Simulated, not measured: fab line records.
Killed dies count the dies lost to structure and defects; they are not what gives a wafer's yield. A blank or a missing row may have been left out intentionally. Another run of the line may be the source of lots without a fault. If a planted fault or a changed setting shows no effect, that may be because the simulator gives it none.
The same fault as seen by 2 desks / flow rit cmos / only its own numbers are on each desk; what lay behind them is given at the end

## DESK OF THE TOOL OWNER: litho track-02
The tool's own readings at RIT_NWELL_COAT_01 (resist thk 1300 nm): means of the sampled wafers that have a number, for each lot that ran on this tool. A lot is out of limits, marked OUT, if its mean lies more than 4 standard deviations from the usual mean; the brackets give that distance.
Columns: A = spin speed rpm at RIT_NWELL_COAT_01, usual 2000.1 rpm
lot=L716; first seen here=day 2 02:02; A=1999.4
lot=L723; first seen here=day 3 14:44; A=1305.5 (-99 or more) OUT
lot=L724; first seen here=day 3 19:37; A=1304.3 (-99 or more) OUT
lot=L726; first seen here=day 4 03:37; A=1307.8 (-99 or more) OUT
This desk finds L723, L724, L726 out of limits, L723 being first, at day 3 14:44 (spin speed rpm at RIT_NWELL_COAT_01). In limits: L716.

## AT THE METROLOGY DESK
Lot by lot, what the gauges showed, no matter which tool ran the lot: averages of those sampled wafers that carry a number. A lot is out of limits, marked OUT, if its mean lies more than 4 standard deviations from the usual mean; the brackets give that distance.
Columns: A = FOX1_OXIDE_THK at RIT_FOX1_THK_MEAS_01, usual 352 nm; B = FOX2_OXIDE_THK at RIT_FOX2_THK_MEAS_01, usual 352 nm; C = FIELD_OXIDE_LEFT_1_THK at RIT_FOX2_THK_MEAS_90, usual 325 nm; D = NWELL_OVL at RIT_NWELL_OVL_MEAS_06, usual -0.1 nm
lot=L716; first seen here=day 1 23:22; A=347; B=356; C=328; D=-0.3
lot=L717; first seen here=day 2 04:22; A=358; B=351; C=324; D=-0.8
lot=L723; first seen here=day 3 12:10; A=351; B=352; C=324; D=-1.5
lot=L724; first seen here=day 3 16:58; A=346; B=345; C=317; D=-0.0
lot=L726; first seen here=day 3 23:58; A=350; B=361; C=334; D=0.3
lot=L733; first seen here=day 5 11:43; A=349; B=369; C=343; D=1.6
lot=L736; first seen here=day 6 04:00; A=353; B=352; C=325; D=-2.1
This desk found nothing out of limits on any of the 7 lots.

## PUT TOGETHER
The tool owner's desk had the chance to raise an alarm at day 3 14:44 on L723, L724, L726.
The metrology desk saw nothing out of limits.
The metrology desk holds a record of L723, L724, L726, inside its limits.
Every lot named ran RIT_NWELL_COAT_01 on litho track-02.

## WHAT HAD BEEN PUT IN BY THE SIMULATOR
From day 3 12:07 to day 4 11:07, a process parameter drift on litho track-02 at RIT_NWELL_COAT_01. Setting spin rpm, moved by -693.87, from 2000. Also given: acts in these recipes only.
Struck lots among those shown: L723, L724, L726.
How many hours passed from the start of the fault until each desk's first out-of-limits reading: the tool owner's desk, 3.
